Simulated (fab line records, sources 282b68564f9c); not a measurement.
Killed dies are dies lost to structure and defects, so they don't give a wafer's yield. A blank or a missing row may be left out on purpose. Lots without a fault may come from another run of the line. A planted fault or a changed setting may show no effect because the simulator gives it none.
A struck lot beside a sound one | flow rit_cmos | 17 steps out of a route of 202
Sound: wafers L244.1, L244.4, L244.5. Struck: wafers L247.2, L247.3, L247.6. The cause comes at the end.
At each step with rows: each side's tool, then ch and its chambers, then its first start. Under that, the readings that differ: sound wafers | struck wafers | difference of the means | sigmas: that difference in standard deviations of wafers without a fault.
alike: readings whose means differ by less than 2 such deviations, and words and numbers that are the same on both sides. not compared: withheld readings, readings that some wafer has no value for, bounds like >300 that may hide the same value, and numbers for which the record gives no deviation and whose values overlap.
The two part at a step that has a row with sigmas, a row that says differs or no value, or rows on one side only. Numbers that don't overlap but have no deviation are shown without sigmas and don't part them. A reading that every wafer of one side lacks parts them only if that side has two wafers or more.

RIT_NWELL_TW_MEAS_10:
  sound on film_metro-04, day 3 04:15; struck on film_metro-03, day 3 18:01
  reading  | sound          | struck         | difference | sigmas
  NWELL_TW | 2162 2170 2167 | 2143 2122 2131 | -34        | -2
then, 6 steps without rows for these wafers: RIT_PWELL_HMDS_00 (prime time 60 s); RIT_PWELL_COAT_01 (resist thk 1300 nm); RIT_PWELL_SOFTBAKE_02 (time 60 s); RIT_PWELL_EXPOSE_03 (exposes mask M3, target cd 43700 nm); RIT_PWELL_PEB_04; RIT_PWELL_DEVELOP_05 (develop time 68 s).
RIT_PWELL_OVL_MEAS_06:
  sound on overlay-02, day 3 05:19; struck on overlay-02, day 3 19:04
  alike: PWELL_OVL
then, 2 steps without rows for these wafers: RIT_PWELL_HARDBAKE_07 (time 120 s); RIT_PWELL_IMPLANT_08.
RIT_PWELL_STRIP_09: strips in O2, time 180 s.
  sound on plasma_asher-02 ch 0, day 3 05:45; struck on plasma_asher-04 ch 0,1, day 3 19:30
  alike: drypump_motor_current_A
  not compared: rf_hours_counter_h
RIT_PWELL_TW_MEAS_10:
  sound on film_metro-04, day 3 05:56; struck on film_metro-01, day 3 19:41
  alike: PWELL_TW
RIT_WELLDRIVE_ANNEAL_00: time 14700 s.
  sound on furnace-01 ch 0, day 3 05:59; struck on furnace-01 ch 0, day 3 19:44
  reading                | sound                | struck               | difference | sigmas
  spike_tc_centre_C (C)  | 1102.9 1104.3 1103.2 | 1096.7 1095.1 1092.0 | -8.9       | -7
  spike_tc_load_C (C)    | 1124.3 1124.5 1124.8 | 1115.6 1117.7 1115.3 | -8.3       | -3
  spike_tc_source_C (C)  | 1122.0 1124.6 1126.6 | 1118.6 1115.2 1117.7 | -7.2       | -4
  tube_center_temp_C (C) | 1100 1099.9 1100.1   | 1092 1091.9 1092     | -8         | -80
  tube_center_temp_C_max | 1102.4 1102.5 1103.2 | 1094.8 1094.4 1095.7 | -7.7       | -18
  alike: zone_power_centre_pct
RIT_WELLDRIVE_RS_MEAS_01: measures by four-point-probe.
  sound on film_metro-01, day 3 11:04; struck on film_metro-03, day 4 00:50
  reading           | sound             | struck            | difference | sigmas
  NWELL_RS (ohm/sq) | 276.1 276.3 276.3 | 283.6 283.5 284.3 | +7.6       | +9
RIT_WELLDRIVE_RS_MEAS_02: measures by four-point-probe.
  sound on film_metro-01, day 3 11:11; struck on film_metro-03, day 4 00:58
  reading           | sound             | struck            | difference | sigmas
  PWELL_RS (ohm/sq) | 429.9 429.1 431.1 | 436.8 436.2 436.1 | +6.3       | +5
then, 1 step without rows for these wafers: RIT_NRETRO_HMDS_00 (prime time 60 s).
RIT_M1_PROBE_99:
  sound on prober-01, day 4 19:55; struck on prober-01, day 5 07:43
  reading                                | sound                | struck               | difference | sigmas
  model.etest.nwell_pinched.rs_ohm_sq    | 341 340.2 338.2      | 364.6 353.5 356.7    | +18.5      |
  model.etest.pwell_pinched.rs_ohm_sq    | 462.3 456.9 450.4    | 476.9 463.3 463      | +11.2      |
  model.etest.pwell.rs_ohm_sq            | 411.8 409.1 408.3    | 425.3 425 421.1      | +14.1      |
  model.etest.field_p_metal.vt_v (V)     | -29.05 -29.86 -29.27 | -26.98 -28.1 -28.81  | +1.43      |
  model.etest.field_p.vt_v (V)           | -12.72 -12.82 -12.75 | -12.12 -12.19 -12.21 | +0.59      |
  model.etest.diode_nplus_pwell.bv_v (V) | 6.024 6.014 6.009    | 5.821 5.823 5.764    | -0.213     |
  model.etest.cap_p_gate.c_min_ff_um2    | 2.343 2.312 2.322    | 2.361 2.356 2.36     | +0.033     |
  alike: killed_at_contacts, killed_at_front_end, killed_dies, killed_open, killed_short
  not compared: model.etest.diode_pplus_comb.cj_ff_um2

WHERE THEY PART
First at RIT_NWELL_TW_MEAS_10; last, within this record, at RIT_WELLDRIVE_RS_MEAS_02. Later steps at which nothing parts them and some readings are alike: RIT_M1_PROBE_99.

WHY: what the simulator had put in
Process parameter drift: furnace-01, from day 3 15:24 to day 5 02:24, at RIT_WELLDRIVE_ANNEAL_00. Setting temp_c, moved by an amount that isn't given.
